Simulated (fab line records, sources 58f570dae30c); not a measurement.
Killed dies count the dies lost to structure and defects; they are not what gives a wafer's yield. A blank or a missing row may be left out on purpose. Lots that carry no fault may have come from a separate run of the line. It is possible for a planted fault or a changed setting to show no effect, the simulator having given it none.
Which tool did it? :: flow berkeley cmos170 :: at 1 step of a route of 331, 7 lots with 21 wafers sampled

## WHAT THE GAUGES READ, wafer by wafer
UCB170_PFIELD_OVL_MEAS_06.
lot: L856
measured: day 4 22:17
on: overlay-02
PFIELD_OVL (nm): 4 2 9

lot: L857
measured: day 4 22:57
on: overlay-02
PFIELD_OVL (nm): 3 3 3

lot: L860
measured: day 5 12:39
on: overlay-01
PFIELD_OVL (nm): 0 8 9

lot: L869
measured: day 7 05:20
on: overlay-02
PFIELD_OVL (nm): -5 -1 -4

lot: L867
measured: day 7 05:56
on: overlay-02
PFIELD_OVL (nm): 0 -12 -1

lot: L874
measured: day 7 18:52
on: overlay-02
PFIELD_OVL (nm): -1 1 -9

lot: L875
measured: day 8 10:47
on: overlay-01
PFIELD_OVL (nm): 11 11 -3

## WHICH TOOL RAN EACH LOT (tool, then ch and the chambers of the sampled wafers, then the start)
There is no process step in the record ahead of these readings.

## THE ANSWER, worked out from the rows above alone
Rule: the usual values come from the lots themselves. Put in order of their means at a reading, lots are off if they are a third of the lots or fewer, leave a main group of 4 or more, and stand apart from it by a gap of 3 or more times the standard deviation of the main group's means; of several such gaps the widest counts. If all means in a main group match to the digits the tables above print for the reading, that group is not used. Also off: a lot with no number at a reading for which 4 or more lots have one. All remaining lots with rows at the step are treated as sound.
None of the lots is off at any reading shown; this tells nothing.

## WHAT THE SIMULATOR HAD INSERTED
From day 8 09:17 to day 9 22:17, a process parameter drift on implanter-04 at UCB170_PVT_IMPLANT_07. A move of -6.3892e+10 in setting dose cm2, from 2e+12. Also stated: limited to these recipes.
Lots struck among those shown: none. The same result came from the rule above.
